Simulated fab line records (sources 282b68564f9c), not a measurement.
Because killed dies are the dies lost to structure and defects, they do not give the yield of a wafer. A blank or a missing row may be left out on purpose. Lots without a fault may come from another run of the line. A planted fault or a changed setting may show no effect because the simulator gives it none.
The same fault as seen by 2 desks | flow rit_cmos | numbers are kept per desk, each desk with only its own; the story behind them comes last

## AT THE TOOL OWNER'S DESK: implanter-02
For each lot that ran on this tool, the mean over its sampled wafers that have a number, from the tool's own readings at RIT_NLDD_IMPLANT_08. Any lot whose mean is over 4 standard deviations away from the usual mean is out of limits and marked OUT; that distance is given in the brackets.
Columns: A = beam_energy_keV at RIT_NLDD_IMPLANT_08, usual 20.000; B = dose_ions_cm2 at RIT_NLDD_IMPLANT_08, usual 5e+14; C = faraday_current_uA at RIT_NLDD_IMPLANT_08, usual 1563
lot  | first seen here | A      | B                       | C
L824 | day 3 05:07     | 20.000 | 5e+14                   | 1597
L827 | day 4 10:22     | 20.001 | 5e+14                   | 1572
L828 | day 4 13:11     | 19.999 | 5e+14                   | 1558
L830 | day 4 19:17     | 20.003 | 5e+14                   | 1579
L831 | day 5 13:07     | 20.008 | 6e+14 (+99 or more) OUT | 1999 (+14) OUT
L835 | day 5 20:49     | 19.994 | 6e+14 (+99 or more) OUT | 2004 (+14) OUT
This desk's verdict: out of limits on L831, L835, starting with L831 at day 5 13:07 (dose_ions_cm2 at RIT_NLDD_IMPLANT_08). In limits: L824, L827, L828, L830.

## THE METROLOGY DESK
Means of the sampled wafers that have a number, per lot and without regard to the tool the lot ran on: this is what the gauges read. Any lot whose mean is over 4 standard deviations away from the usual mean is out of limits and marked OUT; that distance is given in the brackets.
Columns: A = NLDD_TW at RIT_NLDD_TW_MEAS_10, usual 2502; B = NLDD_RS at RIT_SDANNEAL_RS_MEAS_07, usual 151.6 ohm/sq
lot  | first seen here | A               | B
L824 | day 3 05:25     | 2501            | 152.0
L825 | day 3 18:26     | 2519            | 151.9
L826 | day 4 06:55     | 2511            | 151.3
L827 | day 4 10:41     | 2460            | 151.3
L828 | day 4 13:31     | 2526            | 151.5
L830 | day 4 19:34     | 2523            | 151.5
L831 | day 5 13:26     | 2636 (+5.0) OUT | 122.4 (-58) OUT
L832 | day 5 13:41     | 2471            | 152.4
L835 | day 5 21:07     | 2700 (+7.3) OUT | 122.6 (-58) OUT
L840 | day 6 17:15     | 2530            | 151.5
L842 | day 6 21:37     | 2512            | 151.4
L844 | day 7 05:20     | 2515            | 152.0
L846 | day 7 11:21     | 2511            | 152.7
L847 | day 7 18:54     | 2474            | 152.3
Per this desk, out of limits: L831, L835; the first was L831, day 5 13:26 (NLDD_TW at RIT_NLDD_TW_MEAS_10). In limits: L824, L825, L826, L827, L828, L830, L832, L840, L842, L844, L846, L847.

## TAKEN TOGETHER
On L831, L835, at day 5 13:07, an alarm was possible from the tool owner's desk.
The metrology desk could have raised an alarm at day 5 13:26, on L831, L835.
The lots listed all ran RIT_NLDD_IMPLANT_08 on implanter-02.

## WHAT WAS PUT IN BY THE SIMULATOR
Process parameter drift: implanter-02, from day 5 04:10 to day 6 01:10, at RIT_NLDD_IMPLANT_08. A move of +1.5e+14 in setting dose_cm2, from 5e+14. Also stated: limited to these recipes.
Shown lots that were struck: L831, L835.
Fault start to first reading out of limits, in hours, per desk: tool owner, 9; metrology, 9.
